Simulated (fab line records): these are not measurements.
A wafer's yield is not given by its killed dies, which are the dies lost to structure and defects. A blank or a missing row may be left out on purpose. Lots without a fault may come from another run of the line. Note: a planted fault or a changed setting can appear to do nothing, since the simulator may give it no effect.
A single fault, viewed from 2 desks || flow rit-cmos || numbers are kept per desk, each desk with only its own; the story behind them comes last

== AT THE METROLOGY DESK ==
Means of the sampled wafers that have a number, per lot and without regard to the tool the lot ran on: this is what the gauges read. Any lot whose mean is over 4 standard deviations away from the usual mean is out of limits and marked OUT; that distance is given in the brackets.
Columns: A = CONTACT_TEOS_THK at RIT_CONTACT_THK_MEAS_01, usual 400 nm
{"lot": "L318", "first seen here": "day 3 06:24", "A": 403}
{"lot": "L319", "first seen here": "day 3 11:59", "A": 402}
{"lot": "L320", "first seen here": "day 3 13:56", "A": 396}
{"lot": "L321", "first seen here": "day 3 18:13", "A": 403}
{"lot": "L323", "first seen here": "day 4 08:08", "A": 403}
{"lot": "L324", "first seen here": "day 4 10:18", "A": 395}
{"lot": "L325", "first seen here": "day 4 19:45", "A": 402}
{"lot": "L326", "first seen here": "day 4 23:20", "A": 394}
{"lot": "L327", "first seen here": "day 5 06:49", "A": 401}
{"lot": "L328", "first seen here": "day 5 11:53", "A": 402}
{"lot": "L336", "first seen here": "day 6 22:53", "A": "441 (+8.1) OUT"}
{"lot": "L340", "first seen here": "day 7 18:38", "A": 398}
{"lot": "L341", "first seen here": "day 8 02:14", "A": 406}
This desk reports L336 out of limits; the earliest was L336 at day 6 22:53 (CONTACT_TEOS_THK at RIT_CONTACT_THK_MEAS_01). L318, L319, L320, L321, L323, L324, L325, L326, L327, L328, L340, L341 stayed within limits.

== DESK OF THE TOOL OWNER: pecvd-02 ==
The tool's own readings at RIT_CONTACT_CVD_00 (deposits SiO2 from TEOS, target thk 400 nm, time 61 s): means of the sampled wafers that have a number, for each lot that ran on this tool. Any lot whose mean is over 4 standard deviations away from the usual mean is out of limits and marked OUT; that distance is given in the brackets.
Columns: A = heater-power-w at RIT_CONTACT_CVD_00, usual 334 W
{"lot": "L319", "first seen here": "day 3 11:56", "A": 326}
{"lot": "L325", "first seen here": "day 4 19:41", "A": 324}
{"lot": "L328", "first seen here": "day 5 11:50", "A": 304}
{"lot": "L336", "first seen here": "day 6 22:50", "A": 352}
This desk found nothing out of limits on any of the 4 lots.

== PUT TOGETHER ==
At day 6 22:53 the metrology desk could have sounded an alarm, on L336.
The tool owner's desk saw nothing out of limits.
On record at the tool owner's desk: L336, within its limits.
Of the lots named, all ran RIT_CONTACT_CVD_00 on pecvd-02.

== WHAT THE SIMULATOR HAD PUT IN ==
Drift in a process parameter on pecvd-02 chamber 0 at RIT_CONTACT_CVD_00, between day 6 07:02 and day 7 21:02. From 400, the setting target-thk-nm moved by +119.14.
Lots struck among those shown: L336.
Delay in hours, fault start to first out-of-limits reading, per desk: metrology desk 16.
